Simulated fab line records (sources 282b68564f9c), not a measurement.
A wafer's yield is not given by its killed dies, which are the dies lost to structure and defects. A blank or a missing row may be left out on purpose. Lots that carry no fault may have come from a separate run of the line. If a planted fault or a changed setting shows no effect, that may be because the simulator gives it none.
Which tool is to blame? + flow rit-cmos + 7 lots with 21 wafers sampled at 2 steps, on a route of 202 steps

WHAT THE GAUGES READ, wafer by wafer
RIT_PRETRO_TW_MEAS_10.
| lot  | measured    | on            | PRETRO_TW   |
|------|-------------|---------------|-------------|
| L977 | day 3 14:37 | film-metro-03 | 476 475 478 |
| L979 | day 3 23:31 | film-metro-01 | 467 469 467 |
| L981 | day 4 12:55 | film-metro-02 | 475 475 475 |
| L983 | day 4 21:12 | film-metro-01 | 464 469 468 |
| L985 | day 5 05:41 | film-metro-01 | 472 471 472 |
| L990 | day 6 05:49 | film-metro-01 | 465 469 468 |
| L993 | day 6 19:11 | film-metro-01 | 469 470 468 |

WHAT TOOL EACH LOT RAN ON (gives the tool, then ch and the chambers of the sampled wafers, and finally the start)
| lot  | RIT_PRETRO_IMPLANT_08          |
|------|--------------------------------|
| L977 | implanter-04 ch 0, day 3 14:19 |
| L979 | implanter-03 ch 0, day 3 23:13 |
| L981 | implanter-04 ch 0, day 4 12:37 |
| L983 | implanter-03 ch 0, day 4 20:55 |
| L985 | implanter-03 ch 0, day 5 05:21 |
| L990 | implanter-04 ch 0, day 6 05:32 |
| L993 | implanter-01 ch 0, day 6 18:52 |
- RIT_PRETRO_IMPLANT_08

THE ANSWER, worked out from the rows above alone
Rule: usual is defined by the lots themselves. The widest of any qualifying gaps counts: lots, ordered by their means at a reading, are off when they make up no more than a third of the lots, leave a main group of 4 or more, and stand apart from it by 3 or more times the standard deviation of that group's means. A main group is skipped when, at the precision printed for the reading in the tables above, its means are all equal. Also off: a lot with no number at a reading for which 4 or more lots have one. Where the step has rows for the other lots, those lots are counted as sound.
No lot is off on any of the readings shown, so nothing can be concluded from this.

WHAT THE SIMULATOR PUT IN
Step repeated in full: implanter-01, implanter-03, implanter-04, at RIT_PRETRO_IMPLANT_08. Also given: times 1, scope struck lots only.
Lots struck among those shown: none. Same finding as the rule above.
